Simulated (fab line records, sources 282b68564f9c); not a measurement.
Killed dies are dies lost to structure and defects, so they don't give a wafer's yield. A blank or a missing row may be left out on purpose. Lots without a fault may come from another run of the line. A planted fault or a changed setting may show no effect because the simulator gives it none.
Split-lot experiment | flow rit_cmos | 5 lots, 23 wafers read, on a route of 202 steps

THE SPLIT
At RIT_SILICIDE_WET_ETCH_00 (etches SiO2 in BOE, target depth 14 nm, time 15 s), the setting time_s was moved away from the recipe's 15 s on 15 of the 23 wafers read, by -10.7% to +10.2%. The other wafers ran this setting at the recipe's value.

FROM THE SPLIT TO THE READING: what the file shows between them, 11 steps
- RIT_SILICIDE_SPUTTER_01: material Ti, target thk 30 nm, time 240 s (also split here: power_w)
- RIT_SILICIDE_RS_MEAS_02: measures by four-point-probe
- RIT_SILICIDE_THK_MEAS_03: measures by xrf
- RIT_CONTACT_DEVELOP_07: develop time 120 s (also split here: develop_time_s)
- RIT_CONTACT_CD_MEAS_08: target cd 1000 nm
- RIT_CONTACT_ETCH_11: etches SiO2 in CHF3/CF4/Ar, stops on TiSi2, target depth 480 nm, time 320 s (also split here: time_s)
- RIT_CONTACT_STRIP_12: strips in O2, time 180 s
- RIT_CONTACT_CD_MEAS_90: target cd 1000 nm
- RIT_M1_SPUTTER_00: material Al, target thk 400 nm, time 500 s (also split here: time_s)
- RIT_M1_RS_MEAS_01: measures by four-point-probe
- RIT_M1_THK_MEAS_02: measures by xrf

THE READING
etest.pldd.width_nm (the simulator's own value, which no gauge read), in nm, at RIT_M1_PROBE_99. The file gives no usual value for it. The 8 wafers here that ran the recipe average 3197 nm, standard deviation 8.2 nm.

wafer  | tool, chamber at the split | time_s as run, s | against the recipe | etest.pldd.width_nm, nm | against lot-mates on the recipe
L078.1 | wet_bench-03, 3            | 15               | recipe             | 3204                    | -
L078.3 | wet_bench-03, 3            | 15               | recipe             | 3183                    | -
L078.5 | wet_bench-03, 3            | 15               | recipe             | 3195                    | -
L079.1 | -, -                       | 13.39            | -10.7%             | 3244                    | no lot-mate on the recipe
L079.3 | -, -                       | 13.39            | -10.7%             | 3247                    | no lot-mate on the recipe
L079.4 | -, -                       | 13.39            | -10.7%             | 3232                    | no lot-mate on the recipe
L079.5 | -, -                       | 13.39            | -10.7%             | 3225                    | no lot-mate on the recipe
L079.6 | -, -                       | 13.39            | -10.7%             | 3248                    | no lot-mate on the recipe
L080.1 | -, -                       | 16.31            | +8.7%              | 3146                    | no lot-mate on the recipe
L080.5 | -, -                       | 16.31            | +8.7%              | 3146                    | no lot-mate on the recipe
L080.3 | -, -                       | 16.31            | +8.7%              | 3129                    | no lot-mate on the recipe
L080.4 | -, -                       | 16.31            | +8.7%              | 3164                    | no lot-mate on the recipe
L080.6 | -, -                       | 16.31            | +8.7%              | 3161                    | no lot-mate on the recipe
L082.1 | -, -                       | 15               | recipe             | 3208                    | -
L082.2 | -, -                       | 15               | recipe             | 3202                    | -
L082.4 | -, -                       | 15               | recipe             | 3200                    | -
L082.5 | -, -                       | 15               | recipe             | 3201                    | -
L082.6 | -, -                       | 15               | recipe             | 3186                    | -
L084.1 | -, -                       | 16.53            | +10.2%             | 3136                    | no lot-mate on the recipe
L084.3 | -, -                       | 16.53            | +10.2%             | 3130                    | no lot-mate on the recipe
L084.4 | -, -                       | 16.53            | +10.2%             | 3147                    | no lot-mate on the recipe
L084.5 | -, -                       | 16.53            | +10.2%             | 3156                    | no lot-mate on the recipe
L084.6 | -, -                       | 16.53            | +10.2%             | 3152                    | no lot-mate on the recipe

THE FIT
A straight line over all 23 wafers: etest.pldd.width_nm changes by -4.65 nm for each +1% of time_s; r = -0.96; the points scatter about the line by 11 nm.
Too few moved wafers have a lot-mate on the recipe to fit a line with each lot's own level taken away.

THE WHOLE CHAIN: every reading that the file lists as answering this split, in the file's order
step                     | what it does                                      | reading                                                                           | change (the file's fit)              | r (the file's)
RIT_SILICIDE_WET_ETCH_00 | etches SiO2 in BOE, target depth 14 nm, time 15 s | SiO2_of_FOX2_OXIDATION_00.thk_nm (the simulator's own value, which no gauge read) | +3.41 nm for each +1% of the setting | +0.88
RIT_M1_PROBE_99          |                                                   | etest.pldd.width_nm (the simulator's own value, which no gauge read)              | -4.67 nm for each +1% of the setting | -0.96

THE FILE'S OWN FIT
etest.pldd.width_nm changes by -4.67 nm for each +1% of time_s, r = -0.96.
